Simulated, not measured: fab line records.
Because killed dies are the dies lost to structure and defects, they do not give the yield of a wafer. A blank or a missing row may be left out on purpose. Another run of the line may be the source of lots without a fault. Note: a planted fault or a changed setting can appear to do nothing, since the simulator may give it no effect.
A sampling plan put to the test + flow ritCmos + one fab line, 16 faults that these records tell of, each judged on the records of the lots that it struck
What counts as the plan is the set of the line's own looks, namely the steps on the route at which a gauge or an inspection reads a wafer and does not change it. Where struck wafers have a number at a look and the file lists that look's usual mean and standard deviation on fault-free wafers, the look can be judged. Caught: the struck wafers' mean, at a look after the fault's first step, is 4 or more of those standard deviations (sigma) away from the usual mean. On the tool: the identical test, applied to the tool's own readings at the steps of the fault. It also counts as caught if the struck wafers ran another recipe or if their record alone is blank.

## THE FAULTS, as the simulator had put them in
1. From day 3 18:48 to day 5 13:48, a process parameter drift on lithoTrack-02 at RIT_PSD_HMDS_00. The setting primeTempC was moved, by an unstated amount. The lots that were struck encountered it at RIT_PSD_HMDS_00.
2. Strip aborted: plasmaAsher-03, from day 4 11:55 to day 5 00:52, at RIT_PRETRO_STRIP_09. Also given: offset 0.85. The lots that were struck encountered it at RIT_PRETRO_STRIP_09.
3. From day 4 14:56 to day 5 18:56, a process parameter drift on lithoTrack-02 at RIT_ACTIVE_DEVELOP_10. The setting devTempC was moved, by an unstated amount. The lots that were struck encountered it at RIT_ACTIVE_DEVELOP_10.
4. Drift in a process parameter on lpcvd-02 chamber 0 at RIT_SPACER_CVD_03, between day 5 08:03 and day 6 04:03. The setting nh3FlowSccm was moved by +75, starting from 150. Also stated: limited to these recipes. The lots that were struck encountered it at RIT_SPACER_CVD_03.
5. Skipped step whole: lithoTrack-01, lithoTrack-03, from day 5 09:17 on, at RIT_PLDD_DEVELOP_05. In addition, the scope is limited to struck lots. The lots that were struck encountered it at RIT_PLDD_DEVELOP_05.
6. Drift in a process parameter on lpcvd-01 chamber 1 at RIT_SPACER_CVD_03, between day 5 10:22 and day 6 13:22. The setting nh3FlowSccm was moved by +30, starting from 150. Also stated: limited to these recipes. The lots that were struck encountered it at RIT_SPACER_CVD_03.
7. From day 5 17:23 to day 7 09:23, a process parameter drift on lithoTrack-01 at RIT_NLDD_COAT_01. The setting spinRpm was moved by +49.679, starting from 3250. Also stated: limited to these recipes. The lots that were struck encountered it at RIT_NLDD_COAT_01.
8. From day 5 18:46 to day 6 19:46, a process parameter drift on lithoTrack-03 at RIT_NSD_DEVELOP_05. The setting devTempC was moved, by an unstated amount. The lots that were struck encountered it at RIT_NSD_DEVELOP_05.
9. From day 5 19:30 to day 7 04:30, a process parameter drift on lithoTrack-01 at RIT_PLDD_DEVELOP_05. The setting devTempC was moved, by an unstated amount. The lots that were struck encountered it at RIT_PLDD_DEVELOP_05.
10. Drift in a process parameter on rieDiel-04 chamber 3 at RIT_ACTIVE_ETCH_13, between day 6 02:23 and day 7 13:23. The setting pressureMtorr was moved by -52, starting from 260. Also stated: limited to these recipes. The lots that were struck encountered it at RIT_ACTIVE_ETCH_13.
11. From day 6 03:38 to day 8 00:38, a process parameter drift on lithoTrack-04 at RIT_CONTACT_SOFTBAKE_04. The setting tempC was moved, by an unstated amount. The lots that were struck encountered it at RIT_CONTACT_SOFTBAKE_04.
12. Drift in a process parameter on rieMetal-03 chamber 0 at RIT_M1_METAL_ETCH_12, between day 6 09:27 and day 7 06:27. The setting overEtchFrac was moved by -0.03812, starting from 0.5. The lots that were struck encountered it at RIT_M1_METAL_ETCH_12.
13. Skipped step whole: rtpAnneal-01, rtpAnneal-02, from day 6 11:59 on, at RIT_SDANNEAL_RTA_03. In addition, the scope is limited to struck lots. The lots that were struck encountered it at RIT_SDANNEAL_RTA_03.
14. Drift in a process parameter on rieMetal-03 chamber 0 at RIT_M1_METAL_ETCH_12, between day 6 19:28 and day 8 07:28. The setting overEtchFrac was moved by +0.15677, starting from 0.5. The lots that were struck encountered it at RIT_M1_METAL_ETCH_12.
15. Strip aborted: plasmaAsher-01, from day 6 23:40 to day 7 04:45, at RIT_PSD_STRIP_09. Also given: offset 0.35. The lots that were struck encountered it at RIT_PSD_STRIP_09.
16. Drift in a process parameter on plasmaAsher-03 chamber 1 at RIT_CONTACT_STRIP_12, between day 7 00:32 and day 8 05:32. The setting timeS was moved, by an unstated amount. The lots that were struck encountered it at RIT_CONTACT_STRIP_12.

## WHAT THE PLAN SAW
| fault | on the tool itself                               | first look that catches it                   | reading, sigma         | median hours from its first step to that look | hours from the fault's start to the first struck lot there | judged looks passed uncaught |
|-------|--------------------------------------------------|----------------------------------------------|------------------------|-----------------------------------------------|------------------------------------------------------------|------------------------------|
| 1     | primeTempC +18 sigma                             | no look after it can be judged               | -                      | -                                             | -                                                          | 0                            |
| 2     | runLengthS -99 or beyond sigma                   | no look after it can be judged               | -                      | -                                             | -                                                          | 0                            |
| 3     | developerTempC -21 sigma                         | no look after it can be judged               | -                      | -                                             | -                                                          | 0                            |
| 4     | nh3FlowSccm +99 or beyond sigma                  | RIT_SPACER_THK_MEAS_04                       | SPACER_NITRIDE_THK +31 | 1.9                                           | 12                                                         | 0                            |
| 5     | the tool's record is blank for the struck wafers | not the one look that can be judged after it | -                      | -                                             | -                                                          | 1                            |
| 6     | nh3FlowSccm +77 sigma                            | RIT_SPACER_THK_MEAS_04                       | SPACER_NITRIDE_THK +11 | 1.9                                           | 5                                                          | 0                            |
| 7     | spinSpeedRpm +27 sigma                           | no look after it can be judged               | -                      | -                                             | -                                                          | 0                            |
| 8     | developerTempC -21 sigma                         | no look after it can be judged               | -                      | -                                             | -                                                          | 0                            |
| 9     | developerTempC -9.5 sigma                        | not the one look that can be judged after it | -                      | -                                             | -                                                          | 1                            |
| 10    | chamberPressureMTorr -99 or beyond sigma         | no look after it can be judged               | -                      | -                                             | -                                                          | 0                            |
| 11    | heaterPowerTotalW -28 sigma                      | no look after it can be judged               | -                      | -                                             | -                                                          | 0                            |
| 12    | under 2 sigma                                    | no look after it can be judged               | -                      | -                                             | -                                                          | 0                            |
| 13    | the tool's record is blank for the struck wafers | no look after it can be judged               | -                      | -                                             | -                                                          | 0                            |
| 14    | only faintly: oesProductAu -2.8 sigma            | no look after it can be judged               | -                      | -                                             | -                                                          | 0                            |
| 15    | runLengthS -99 or beyond sigma                   | no look after it can be judged               | -                      | -                                             | -                                                          | 0                            |
| 16    | runLengthS -15 sigma                             | not the one look that can be judged after it | -                      | -                                             | -                                                          | 1                            |
A dash: this means the fault isn't caught or the number doesn't appear in these records.

Caught at a look: 2 of 16. Caught on the tool: 14 of 16. By one or the other: 14 of 16.
On the tool alone, faults 1, 2, 3, 5, 7, 8, 9, 10, 11, 13, 15, 16 were caught.
Caught by neither: faults 12, 14.

## THINNER SAMPLING
In the worst case, this is how late the first struck lot would be measured if the look that catches a fault measured only every second or every third lot, by lot number:
| fault | struck lots at that look, in order of time | every lot | every second lot | every third lot |
|-------|--------------------------------------------|-----------|------------------|-----------------|
| 4     | L596                                       | 12 h      | may miss it      | may miss it     |
| 6     | L938                                       | 5 h       | may miss it      | may miss it     |
Hours are from the fault's start to the first struck lot that is measured. 4 sigma limit: tested on the pooled struck wafers, so a lone lot may be under it. Other struck lots may not be in these records.

## THE LONGEST TIMED WAY FROM STEP TO LOOK
For fault 6, RIT_SPACER_CVD_03 and RIT_SPACER_THK_MEAS_04 are separated by a median of 1.9 hours. No look between them can be judged.
